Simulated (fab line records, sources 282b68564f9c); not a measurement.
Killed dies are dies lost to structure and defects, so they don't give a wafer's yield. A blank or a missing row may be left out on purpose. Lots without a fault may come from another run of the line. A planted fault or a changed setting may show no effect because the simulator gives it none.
fab line records | flow rit_cmos | part 1 of 2: steps 1 to 30 of 42
record lots=5 wafers=15 last_day=7
route steps=202 shown NSD@138 PSD@142 SDANNEAL@153 PLDD@159 NLDD@160 SILICIDE@161 CONTACT@168
lots that met no fault: from a run of the same line without faults
start_h: hours from the record's first day to the start of the lot's first wafer shown | wait_h: hours since the lot's step before | " the same as in the row above | L1.1+2: a row that stands for several wafers | - no value, or no start given | * or withheld: withheld | < > ~ a bound
route shown NAME@n: a module of which the file shows steps, and the number in the route of the first | usual: mean/standard deviation of fault-free wafers | same: alike in all rows | chamber/n: place in a boat | sites: the reading at each site | _std_site: their standard deviation | _edge_site: outer sites' mean less inner sites' | radius_mm: how far each site lies from the wafer's centre | mask NAME#n: copy n | behind: the tool/chamber that last shaped the wafer | hold: why the lot was held/for how many hours/how that ended | device: the transistor (n, p or np) that didn't switch | end of line: the same wafers' tests at the end of the route | a step without rows: its recipe alone | killed: dies lost to structure and defects at the first sort, not the wafer's yield | map: a wafer's dies, x killed, . not, _ none there
set.NAME: the setting as run; set.NAME@STEP: as run at that earlier step | model.NAME: the simulator's own value behind a step, which no gauge read
lots at some steps of the route; a table a step, a row a wafer
services: from which hour (start_h, from the record's first day; less than 0 if before it) a tool's chamber was out of use, for how many hours, and why
## steps
# step RIT_NSD_HARDBAKE_07
# recipe resist=NOVOLAK temp_c=140 time_s=60
# columns lot.wafer tool chamber start_h wait_h
L077.3+4+6 litho_track-01 0 63.16 0.1
L082.1+2+6 litho_track-01 0 87.40 0.0
L084.3+5+6 litho_track-04 0 97.80 0.1
L087.1+5+6 litho_track-04 0 119.74 0.0
L096.3+4+5 litho_track-02 0 156.42 0.1
# step RIT_NSD_IMPLANT_08
# recipe species=P energy_kev=25 dose_cm2=1e+15 tilt_deg=7
# usual dose_ions_cm2=9.997e+14/1.1e+12 end_station_pressure_torr=7.5e-06/4.1e-07
# columns lot.wafer tool chamber start_h wait_h dose_ions_cm2 end_station_pressure_torr
L077.3 implanter-02 0 63.31 0.1 1.0003e+15 7.8e-06
L077.4 " 0 " " 9.995e+14 7.2e-06
L077.6 " 0 " " 9.992e+14 7.1e-06
L082.1 implanter-02 0 87.55 0.1 9.967e+14 7.3e-06
L082.2 " 0 " " 1.0013e+15 7e-06
L082.6 " 0 " " 9.999e+14 8.1e-06
L084.3 implanter-04 0 97.95 0.1 9.991e+14 7e-06
L084.5 " 0 " " 1.0017e+15 7.5e-06
L084.6 " 0 " " 9.998e+14 7.5e-06
L087.1 implanter-03 0 119.89 0.1 1.0004e+15 8.3e-06
L087.5 " 0 " " 1.0001e+15 7.2e-06
L087.6 " 0 " " 1.0002e+15 7.3e-06
L096.3 implanter-03 0 156.57 0.1 1.0005e+15 7.6e-06
L096.4 " 0 " " 9.98e+14 7.5e-06
L096.5 " 0 " " 9.985e+14 7.5e-06
# step RIT_NSD_STRIP_09
# recipe chemistry=O2 time_s=180 resist=NOVOLAK platen_temp_c=withheld power_w=500 pressure_mtorr=4000 o2_flow_sccm=4000
# usual drypump_motor_current_A=5.4/0.37
# columns lot.wafer tool chamber start_h wait_h drypump_motor_current_A rf_hours_counter_h
L077.3 plasma_asher-04 0 63.46 0.1 5.9 -
L077.4 " 1 " " 5.4 -
L077.6 " 0 " " 5.9 -
L082.1 plasma_asher-01 1 87.70 0.1 5.6 45
L082.2 " 0 " " 5.3 45
L082.6 " 0 " " 5.3 -
L084.3 plasma_asher-01 1 98.11 0.1 5.5 -
L084.5 " 1 " " 5.5 -
L084.6 " 0 " " 5.3 -
L087.1 plasma_asher-01 1 120.04 0.1 5.5 48
L087.5 " 0 " " 5.3 -
L087.6 " 1 " " 5.5 -
L096.3 plasma_asher-02 1 156.73 0.1 4.7 -
L096.4 " 0 " " 5.7 -
L096.5 " 1 " " 4.8 -
# step RIT_NSD_TW_MEAS_10
# usual NSD_TW=3112/17
# columns lot.wafer tool chamber start_h wait_h NSD_TW
L077.3 film_metro-02 - 63.60 0.1 3120
L077.4 " - " " 3100
L077.6 " - " " 3115
L082.1 film_metro-01 - 87.87 0.1 3126
L082.2 " - " " 3123
L082.6 " - " " 3115
L084.3 film_metro-04 - 98.25 0.1 3116
L084.5 " - " " 3119
L084.6 " - " " 3114
L087.1 film_metro-02 - 120.22 0.1 3142
L087.5 " - " " 3120
L087.6 " - " " 3127
L096.3 film_metro-02 - 156.87 0.1 3113
L096.4 " - " " 3093
L096.5 " - " " 3107
# step RIT_PSD_HMDS_00
# recipe prime_time_s=60 prime_temp_c=140
# columns lot.wafer tool chamber start_h wait_h
L077.3+4+6 litho_track-04 0 63.69 0.1
L082.1+2+6 litho_track-01 0 87.93 0.1
L084.3+5+6 litho_track-03 0 98.34 0.1
L087.1+5+6 litho_track-03 0 120.28 0.1
L096.3+4+5 litho_track-01 0 156.96 0.1
# step RIT_PSD_COAT_01
# recipe resist=NOVOLAK spin_rpm=3250 resist_thk_nm=1000
# columns lot.wafer tool chamber start_h wait_h
L077.3+4+6 litho_track-04 0 63.84 0.1
L082.1+2+6 litho_track-01 0 88.08 0.1
L084.3+5+6 litho_track-03 0 98.49 0.1
L087.1+5+6 litho_track-03 0 120.43 0.1
L096.3+4+5 litho_track-01 0 157.11 0.1
# step RIT_PSD_SOFTBAKE_02
# recipe resist=NOVOLAK temp_c=90 time_s=60
# columns lot.wafer tool chamber start_h wait_h
L077.3+4+6 litho_track-04 0 63.99 0.1
L082.1+2+6 litho_track-01 0 88.23 0.1
L084.3+5+6 litho_track-03 0 98.64 0.1
L087.1+5+6 litho_track-03 0 120.58 0.1
L096.3+4+5 litho_track-01 0 157.26 0.1
# step RIT_PSD_EXPOSE_03
# recipe mask_id=M10 na=0.57 target_cd_nm=40900 dose_mj=250
# usual reticle_temp_C=23.02/0.13
# columns lot.wafer tool chamber start_h wait_h mask reticle_temp_C
L077.3 iline_stepper-01 0 64.25 0.2 M10#0 23.17
L077.4 " 0 " " M10#0 23.27
L077.6 " 0 " " M10#0 23.20
L082.1 iline_stepper-01 0 88.51 0.2 M10#0 22.81
L082.2 " 0 " " M10#0 22.89
L082.6 " 0 " " M10#0 22.80
L084.3 iline_stepper-02 0 98.78 0.1 M10#0 22.96
L084.5 " 0 " " M10#0 23.12
L084.6 " 0 " " M10#0 22.97
L087.1 iline_stepper-01 0 120.85 0.2 M10#0 22.94
L087.5 " 0 " " M10#0 23.06
L087.6 " 0 " " M10#0 23.12
L096.3 iline_stepper-01 0 157.52 0.2 M10#0 23.18
L096.4 " 0 " " M10#0 23.02
L096.5 " 0 " " M10#0 23.14
# step RIT_PSD_PEB_04
# recipe resist=NOVOLAK temp_c=withheld time_s=withheld
# columns lot.wafer tool chamber start_h wait_h
L077.3+4+6 litho_track-01 0 64.38 0.1
L082.1+2+6 litho_track-01 0 88.62 0.1
L084.3+5+6 litho_track-04 0 98.91 0.1
L087.1+5+6 litho_track-01 0 120.97 0.1
L096.3+4+5 litho_track-01 0 157.65 0.1
# step RIT_PSD_DEVELOP_05
# recipe resist=NOVOLAK develop_time_s=50 dev_temp_c=23
# columns lot.wafer tool chamber start_h wait_h
L077.3+4+6 litho_track-01 0 - -
L082.1+2+6 litho_track-01 0 - -
L084.3+5+6 litho_track-04 0 - -
L087.1+5+6 litho_track-01 0 - -
L096.3+4+5 litho_track-01 0 - -
# step RIT_PSD_OVL_MEAS_06
# usual PSD_OVL=0.0/1.3
# columns lot.wafer tool chamber start_h wait_h PSD_OVL[nm]
L077.3 overlay-01 - 64.63 - 0.0
L077.4 " - " " -1.1
L077.6 " - " " -1.4
L082.1 overlay-01 - 88.91 - -1.0
L082.2 " - " " -1.6
L082.6 " - " " -1.4
L084.3 overlay-02 - 99.15 - -1.5
L084.5 " - " " -1.3
L084.6 " - " " -0.2
L087.1 overlay-02 - 121.25 - -0.5
L087.5 " - " " 0.6
L087.6 " - " " 0.4
L096.3 overlay-02 - 157.89 - -1.1
L096.4 " - " " 1.4
L096.5 " - " " 1.3
# step RIT_PSD_HARDBAKE_07
# recipe resist=NOVOLAK temp_c=140 time_s=60
# columns lot.wafer tool chamber start_h wait_h
L077.3+4+6 litho_track-04 0 64.70 0.1
L082.1+2+6 litho_track-01 0 88.94 0.0
L084.3+5+6 litho_track-04 0 99.22 0.1
L087.1+5+6 litho_track-01 0 121.29 0.0
L096.3+4+5 litho_track-04 0 157.97 0.1
# step RIT_PSD_IMPLANT_08
# recipe species=BF2 energy_kev=27 dose_cm2=5e+15 tilt_deg=7
# usual dose_ions_cm2=5.001e+15/6e+12 end_station_pressure_torr=1.21e-05/1.1e-06
# columns lot.wafer tool chamber start_h wait_h dose_ions_cm2 end_station_pressure_torr
L077.3 implanter-02 0 64.85 0.1 4.994e+15 1.35e-05
L077.4 " 0 " " 4.986e+15 1.34e-05
L077.6 " 0 " " 4.99e+15 1.24e-05
L082.1 implanter-04 0 89.09 0.1 4.988e+15 1e-05
L082.2 " 0 " " 4.991e+15 1.19e-05
L082.6 " 0 " " 4.988e+15 1.21e-05
L084.3 implanter-04 0 99.37 0.1 5.006e+15 1.13e-05
L084.5 " 0 " " 5.001e+15 1.05e-05
L084.6 " 0 " " 4.998e+15 1.21e-05
L087.1 implanter-02 0 121.44 0.1 5.001e+15 1.24e-05
L087.5 " 0 " " 5e+15 1.28e-05
L087.6 " 0 " " 4.997e+15 1.31e-05
L096.3 implanter-04 0 158.12 0.1 5.001e+15 9.6e-06
L096.4 " 0 " " 5.009e+15 1.13e-05
L096.5 " 0 " " 5.003e+15 1.13e-05
# step RIT_PSD_STRIP_09
# recipe chemistry=O2 time_s=180 resist=NOVOLAK platen_temp_c=withheld power_w=500 pressure_mtorr=4000 o2_flow_sccm=4000
# usual drypump_motor_current_A=5.5/0.39
# columns lot.wafer tool chamber start_h wait_h drypump_motor_current_A rf_hours_counter_h
L077.3 plasma_asher-04 0 65.01 0.1 5.9 -
L077.4 " 1 " " 5.3 -
L077.6 " 0 " " 5.9 -
L082.1 plasma_asher-04 0 89.24 0.1 5.9 46
L082.2 " 1 " " 5.4 46
L082.6 " 0 " " 5.9 -
L084.3 plasma_asher-01 1 99.53 0.1 5.5 -
L084.5 " 0 " " 5.3 -
L084.6 " 1 " " 5.5 -
L087.1 plasma_asher-03 1 121.59 0.1 5.9 47
L087.5 " 1 " " 5.8 -
L087.6 " 0 " " 4.7 -
L096.3 plasma_asher-01 1 158.28 0.1 5.5 -
L096.4 " 0 " " 5.3 -
L096.5 " 0 " " 5.3 -
# step RIT_PSD_TW_MEAS_10
# usual PSD_TW=3413/19
# columns lot.wafer tool chamber start_h wait_h PSD_TW
L077.3 film_metro-04 - 65.15 0.1 3395
L077.4 " - " " 3398
L077.6 " - " " 3405
L082.1 film_metro-02 - 89.42 0.1 3436
L082.2 " - " " 3431
L082.6 " - " " 3419
L084.3 film_metro-04 - 99.67 0.1 3425
L084.5 " - " " 3405
L084.6 " - " " 3407
L087.1 film_metro-02 - 121.76 0.1 3409
L087.5 " - " " 3428
L087.6 " - " " 3412
L096.3 film_metro-04 - 158.41 0.1 3408
L096.4 " - " " 3417
L096.5 " - " " 3412
# step RIT_SDANNEAL_CLEAN_00
# recipe chemistry=SC1 mix=3:3:50 time_s=600 temp_c=75
# columns lot.wafer tool chamber start_h wait_h
L077.3+4+6 wet_bench-03 2 65.19 0.0
L082.1+2+6 wet_bench-01 1 89.48 0.1
L084.3+5+6 wet_bench-03 1 99.71 0.0
L087.1+5+6 wet_bench-01 2 121.82 0.1
L096.3+4+5 wet_bench-03 2 158.45 0.0
# step RIT_SDANNEAL_CLEAN_01
# recipe chemistry=dHF dilution=50:1 time_s=30
# columns lot.wafer tool chamber start_h wait_h
L077.3+4+6 wet_bench-01 1 65.38 0.0
L082.1+2+6 wet_bench-03 2 89.67 0.0
L084.3+5+6 wet_bench-04 2 99.88 0.0
L087.1+5+6 wet_bench-03 0 122.02 0.0
L096.3+4+5 wet_bench-01 2 158.80 0.0
# step RIT_SDANNEAL_CLEAN_02
# recipe chemistry=SC2 mix=3:3:50 time_s=600 temp_c=75 dry=n2_spin
# columns lot.wafer tool chamber start_h wait_h
L077.3+4+6 wet_bench-04 3 65.39 0.0
L082.1+2+6 wet_bench-04 1 89.69 0.0
L084.3+5+6 wet_bench-03 3 99.90 0.0
L087.1+5+6 wet_bench-01 3 122.03 0.0
L096.3+4+5 wet_bench-03 2 158.82 0.0
# step RIT_SDANNEAL_RTA_03
# recipe temp_c=1050 time_s=5 idle_temp_c=600 ramp_up_c_per_s=342 ramp_down_c_per_s=171 cool_to_c=600 ambient=N2
# usual wafer_temp_C_max=1053.4/1.1
# columns lot.wafer tool chamber start_h wait_h wafer_temp_C_max
L077.3 rtp_anneal-01 0 65.62 0.0 1054.2
L077.4 " 0 " " 1052.9
L077.6 " 0 " " 1054.0
L082.1 rtp_anneal-02 0 89.86 0.0 1052.6
L082.2 " 0 " " 1053.3
L082.6 " 0 " " 1051.8
L084.3 rtp_anneal-02 0 100.10 0.0 1053.6
L084.5 " 0 " " 1052.2
L084.6 " 0 " " 1054.1
L087.1 rtp_anneal-02 0 122.22 0.0 1055.9
L087.5 " 0 " " 1052.8
L087.6 " 0 " " 1053.6
L096.3 rtp_anneal-02 0 159.19 0.0 1053.2
L096.4 " 0 " " 1054.4
L096.5 " 0 " " 1055.7
# step RIT_SDANNEAL_RS_MEAS_04
# recipe thk_meas_gauge=four-point-probe
# usual PSD_RS=115.88/0.29
# columns lot.wafer tool chamber start_h wait_h PSD_RS[ohm/sq]
L077.3 film_metro-02 - 65.70 0.1 116.26
L077.4 " - " " 116.44
L077.6 " - " " 116.43
L082.1 film_metro-02 - 89.92 0.0 115.58
L082.2 " - " " 115.76
L082.6 " - " " 115.76
L084.3 film_metro-04 - 100.17 0.1 115.41
L084.5 " - " " 115.34
L084.6 " - " " 115.86
L087.1 film_metro-01 - 122.28 0.0 115.63
L087.5 " - " " 115.69
L087.6 " - " " 115.61
L096.3 film_metro-04 - 159.27 0.1 115.77
L096.4 " - " " 115.84
L096.5 " - " " 115.73
# step RIT_SDANNEAL_RS_MEAS_05
# recipe thk_meas_gauge=four-point-probe
# usual NSD_RS=84.60/0.3
# columns lot.wafer tool chamber start_h wait_h NSD_RS[ohm/sq]
L077.3 film_metro-02 - 65.82 0.1 85.00
L077.4 " - " " 84.70
L077.6 " - " " 84.86
L082.1 film_metro-02 - 90.04 0.1 84.31
L082.2 " - " " 84.49
L082.6 " - " " 84.61
L084.3 film_metro-04 - 100.29 0.1 84.96
L084.5 " - " " 84.73
L084.6 " - " " 85.04
L087.1 film_metro-01 - 122.40 0.1 84.37
L087.5 " - " " 84.72
L087.6 " - " " 83.94
L096.3 film_metro-04 - 159.39 0.1 84.89
L096.4 " - " " 84.85
L096.5 " - " " 85.21
# step RIT_SDANNEAL_RS_MEAS_06
# recipe thk_meas_gauge=four-point-probe
# usual PLDD_RS=178.6/0.55
# columns lot.wafer tool chamber start_h wait_h PLDD_RS[ohm/sq]
L077.3 film_metro-02 - 65.94 0.1 179.4
L077.4 " - " " 179.0
L077.6 " - " " 178.9
L082.1 film_metro-02 - 90.16 0.1 179.2
L082.2 " - " " 179.1
L082.6 " - " " 179.3
L084.3 film_metro-04 - 100.41 0.1 178.2
L084.5 " - " " 178.0
L084.6 " - " " 178.1
L087.1 film_metro-01 - 122.52 0.1 178.4
L087.5 " - " " 178.1
L087.6 " - " " 178.2
L096.3 film_metro-04 - 159.51 0.1 178.8
L096.4 " - " " 179.2
L096.5 " - " " 178.7
# step RIT_SDANNEAL_RS_MEAS_07
# recipe thk_meas_gauge=four-point-probe
# usual NLDD_RS=151.8/0.49
# columns lot.wafer tool chamber start_h wait_h NLDD_RS[ohm/sq]
L077.3 film_metro-02 - 66.06 0.1 152.1
L077.4 " - " " 151.5
L077.6 " - " " 151.4
L082.1 film_metro-02 - 90.28 0.1 151.9
L082.2 " - " " 152.3
L082.6 " - " " 152.4
L084.3 film_metro-04 - 100.53 0.1 152.7
L084.5 " - " " 152.5
L084.6 " - " " 152.5
L087.1 film_metro-01 - 122.64 0.1 152.1
L087.5 " - " " 151.2
L087.6 " - " " 151.1
L096.3 film_metro-04 - 159.63 0.1 152.0
L096.4 " - " " 151.9
L096.5 " - " " 152.1
# step RIT_SILICIDE_WET_ETCH_00
# recipe chemistry=BOE target=SiO2 target_depth_nm=14 time_s=15 dry=n2_spin dilution=10:1 temp_c=21.5
# columns lot.wafer tool chamber start_h wait_h
L077.3+4+6 wet_bench-01 3 66.14 0.1
L082.1+2+6 wet_bench-01 3 90.40 0.1
L084.3+5+6 wet_bench-04 2 100.61 0.1
L087.1+5+6 wet_bench-04 2 122.76 0.1
L096.3+4+5 wet_bench-02 1 159.71 0.1
# step RIT_SILICIDE_SPUTTER_01
# recipe material=Ti target_thk_nm=30 power_w=350 chamber_pressure_pa=0.667 gas=Ar time_s=240 substrate_temp_c=25
# usual throttle_valve_pct=29.8/1.2
# columns lot.wafer tool chamber start_h wait_h throttle_valve_pct
L077.3 pvd_sputter-02 - 66.15 0.0 31.5
L077.4 " - " " 29.9
L077.6 " - " " 30.1
L082.1 pvd_sputter-04 - 90.41 0.0 29.4
L082.2 " - " " 28.7
L082.6 " - " " 30.1
L084.3 pvd_sputter-04 - 100.63 0.0 30.9
L084.5 " - " " 31.0
L084.6 " - " " 29.0
L087.1 pvd_sputter-04 - 122.78 0.0 28.9
L087.5 " - " " 30.1
L087.6 " - " " 29.6
L096.3 pvd_sputter-02 - 159.72 0.0 27.9
L096.4 " - " " 31.6
L096.5 " - " " 29.7
# step RIT_SILICIDE_RS_MEAS_02
# recipe thk_meas_gauge=four-point-probe reads=Ti_of_SILICIDE_SPUTTER_01
# usual SILICIDE_TI_RS=47.9/0.61
# columns lot.wafer tool chamber start_h wait_h SILICIDE_TI_RS[ohm/sq]
L077.3 film_metro-03 - 66.34 0.1 48.0
L077.4 " - " " 48.4
L077.6 " - " " 48.5
L082.1 film_metro-03 - 90.56 0.1 47.5
L082.2 " - " " 47.5
L082.6 " - " " 47.2
L084.3 film_metro-01 - 100.82 0.1 47.9
L084.5 " - " " 48.1
L084.6 " - " " 48.2
L087.1 film_metro-03 - 122.94 0.1 47.8
L087.5 " - " " 47.2
L087.6 " - " " 47.0
L096.3 film_metro-03 - 159.91 0.1 47.0
L096.4 " - " " 46.9
L096.5 " - " " 47.5
# step RIT_SILICIDE_THK_MEAS_03
# recipe thk_meas_gauge=xrf reads=Ti_of_SILICIDE_SPUTTER_01
# usual SILICIDE_TI_THK=29.8/0.35
# columns lot.wafer tool chamber start_h wait_h SILICIDE_TI_THK[nm]
L077.3 film_metro-03 - 66.44 0.1 29.5
L077.4 " - " " 29.6
L077.6 " - " " 29.4
L082.1 film_metro-03 - 90.68 0.1 29.9
L082.2 " - " " 30.1
L082.6 " - " " 30.1
L084.3 film_metro-01 - 100.92 0.1 29.9
L084.5 " - " " 29.9
L084.6 " - " " 29.9
L087.1 film_metro-03 - 123.06 0.1 29.6
L087.5 " - " " 30.0
L087.6 " - " " 30.3
L096.3 film_metro-03 - 160.01 0.1 30.2
L096.4 " - " " 30.2
L096.5 " - " " 29.9
# step RIT_SILICIDE_RTA_04
# recipe temp_c=650 time_s=10 idle_temp_c=25 ramp_up_s=5 ramp_down_s=5 cool_to_c=25 ambient=N2
# usual wafer_temp_C_max=652.2/0.55
# columns lot.wafer tool chamber start_h wait_h wafer_temp_C_max
L077.3 rtp_anneal-02 0 66.50 0.1 652.3
L077.4 " 0 " " 651.9
L077.6 " 0 " " 652.8
L082.1 rtp_anneal-01 0 90.74 0.1 652.1
L082.2 " 0 " " 652.0
L082.6 " 0 " " 651.9
L084.3 rtp_anneal-01 0 100.98 0.1 651.8
L084.5 " 0 " " 651.5
L084.6 " 0 " " 652.1
L087.1 rtp_anneal-01 0 123.12 0.1 651.7
L087.5 " 0 " " 651.6
L087.6 " 0 " " 651.7
L096.3 rtp_anneal-01 0 160.08 0.1 651.6
L096.4 " 0 " " 652.8
L096.5 " 0 " " 652.4
# step RIT_SILICIDE_WET_ETCH_05
# recipe chemistry=SPM target=Ti temp_c=90 time_s=120 dry=n2_spin
# columns lot.wafer tool chamber start_h wait_h
L077.3+4+6 wet_bench-04 3 66.55 0.0
L082.1+2+6 wet_bench-01 3 90.81 0.1
L084.3+5+6 wet_bench-02 0 101.02 0.0
L087.1+5+6 wet_bench-01 2 123.19 0.1
L096.3+4+5 wet_bench-01 1 160.12 0.0
# step RIT_SILICIDE_RTA_06
# recipe temp_c=750 time_s=10 idle_temp_c=25 ramp_up_s=5 ramp_down_s=10 cool_to_c=25 ambient=N2
# usual wafer_temp_C_max=752.7/0.66
# columns lot.wafer tool chamber start_h wait_h wafer_temp_C_max
L077.3 rtp_anneal-01 0 66.62 0.0 752.3
L077.4 " 0 " " 751.7
L077.6 " 0 " " 752.2
L082.1 rtp_anneal-02 0 90.85 0.0 753.3
L082.2 " 0 " " 753.2
L082.6 " 0 " " 752.7
L084.3 rtp_anneal-02 0 101.09 0.0 753.6
L084.5 " 0 " " 753.5
L084.6 " 0 " " 753.0
L087.1 rtp_anneal-02 0 123.24 0.0 752.7
L087.5 " 0 " " 752.9
L087.6 " 0 " " 753.4
L096.3 rtp_anneal-02 0 160.19 0.0 753.3
L096.4 " 0 " " 753.1
L096.5 " 0 " " 753.1
